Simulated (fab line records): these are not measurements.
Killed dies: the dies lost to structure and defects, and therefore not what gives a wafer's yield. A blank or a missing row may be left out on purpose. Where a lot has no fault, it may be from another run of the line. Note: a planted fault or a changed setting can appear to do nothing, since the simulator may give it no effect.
Commonality check across tools + flow berkeley_cmos170 + Sample size 14 lots and 48 wafers

== REASON FOR OPENING ==
Of 14 lots, 2 have the reading ACTIVE_NITRIDE_THK flagged at UCB170_ACTIVE_THK_MEAS_06. No-fault wafers: 220.5 nm, standard deviation 2.1.
Rule: a lot is flagged in two cases, either no wafer of it has a number, or all its wafers with numbers fall more than 4 standard deviations from that mean. The other lots count as sound.

| lot  | measured    | on            | ACTIVE_NITRIDE_THK (nm), wafer by wafer | flag    |
|------|-------------|---------------|-----------------------------------------|---------|
| L473 | day 4 17:55 | film_metro-02 | 221.8 221.1 222.3                       |         |
| L474 | day 4 17:55 | film_metro-01 | 220.9 221.7 221.0                       |         |
| L475 | day 5 08:55 | film_metro-03 | 222.3 223.6 220.6                       |         |
| L476 | day 5 08:55 | film_metro-02 | 222.1 219.3 220.5                       |         |
| L477 | day 5 08:55 | film_metro-01 | 225.0 219.9 221.0                       |         |
| L480 | day 6 08:02 | film_metro-01 | 226.4 224.1 224.0                       |         |
| L479 | day 6 08:02 | film_metro-03 | 223.1 222.0 222.5                       |         |
| L478 | day 6 08:06 | film_metro-01 | 216.6 217.9 216.5                       |         |
| L483 | day 6 13:54 | film_metro-03 | 218.7 219.6 218.1                       |         |
| L485 | day 7 08:42 | film_metro-03 | 218.7 217.7 216.4                       |         |
| L489 | day 7 15:09 | film_metro-01 | 222.4 222.1 223.5                       |         |
| L492 | day 8 20:43 | film_metro-01 | 299.5 301.3 298.1 299.8 301.4 298.1     | FLAGGED |
| L493 | day 9 06:48 | film_metro-03 | 301.6 301.9 301.3 301.5 301.8 301.4     | FLAGGED |
| L495 | day 9 13:35 | film_metro-02 | 218.9 217.6 219.3                       |         |
On average the flagged lots' numbers are 300.6 nm, which is +80.1 nm against the usual, or +38 standard deviations.

== LOT BY LOT: THE TOOL USED ==
The record keeps 1 process step preceding the reading, out of 331 steps on the route. Read each cell as the tool, then ch plus the chambers that the sampled wafers visited, then the start.
| lot  | flag    | UCB170_ACTIVE_CVD_05       |
|------|---------|----------------------------|
| L473 |         | lpcvd-02 ch 0, day 4 16:00 |
| L474 |         | lpcvd-02 ch 1, day 4 16:00 |
| L475 |         | lpcvd-02 ch 1, day 5 07:00 |
| L476 |         | lpcvd-02 ch 1, day 5 07:00 |
| L477 |         | lpcvd-02 ch 1, day 5 07:00 |
| L480 |         | lpcvd-02 ch 0, day 6 06:07 |
| L479 |         | lpcvd-02 ch 1, day 6 06:07 |
| L478 |         | lpcvd-02 ch 1, day 6 06:07 |
| L483 |         | lpcvd-01 ch 0, day 6 11:59 |
| L485 |         | lpcvd-01 ch 0, day 7 06:46 |
| L489 |         | lpcvd-02 ch 0, day 7 13:11 |
| L492 | FLAGGED | lpcvd-02 ch 0, day 8 18:48 |
| L493 | FLAGGED | lpcvd-02 ch 1, day 9 04:53 |
| L495 |         | lpcvd-01 ch 1, day 9 11:40 |
What the steps here do:
- UCB170_ACTIVE_CVD_05: deposits Si3N4 from SiH2Cl2/NH3, target thk 220 nm, time 3300 s.
- UCB170_ACTIVE_THK_MEAS_06

== FLAGGED OVER TOTAL, TOOL BY TOOL (the gauges that took the reading come last) ==
| step                      | tool          | lots run | flagged | share of the flagged lots | sound lots run after its first flagged lot |
|---------------------------|---------------|----------|---------|---------------------------|--------------------------------------------|
| UCB170_ACTIVE_CVD_05      | lpcvd-01      | 3        | 0       | none                      | -                                          |
| UCB170_ACTIVE_CVD_05      | lpcvd-02      | 11       | 2       | all                       | 0                                          |
| UCB170_ACTIVE_THK_MEAS_06 | film_metro-01 | 6        | 1       | some                      | 0                                          |
| UCB170_ACTIVE_THK_MEAS_06 | film_metro-02 | 3        | 0       | none                      | -                                          |
| UCB170_ACTIVE_THK_MEAS_06 | film_metro-03 | 5        | 1       | some                      | 0                                          |

== WHAT IS ALLOWED BY THE TABLE ==
1 row of the table ran every flagged lot: lpcvd-02 at UCB170_ACTIVE_CVD_05.
- lpcvd-02 at UCB170_ACTIVE_CVD_05: 2 of its 11 lots flagged. Its last sound lot is L489 (day 7 13:11), its first flagged lot L492 (day 8 18:48): a fault that began between those two fits.
lpcvd-02 at UCB170_ACTIVE_CVD_05 is the single tool remaining.

== WHAT HAD BEEN PUT IN BY THE SIMULATOR ==
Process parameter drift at UCB170_ACTIVE_CVD_05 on lpcvd-02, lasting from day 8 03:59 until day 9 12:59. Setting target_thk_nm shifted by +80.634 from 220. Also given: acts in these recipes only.
Struck lots among those shown: L492, L493. The rule above found the same.
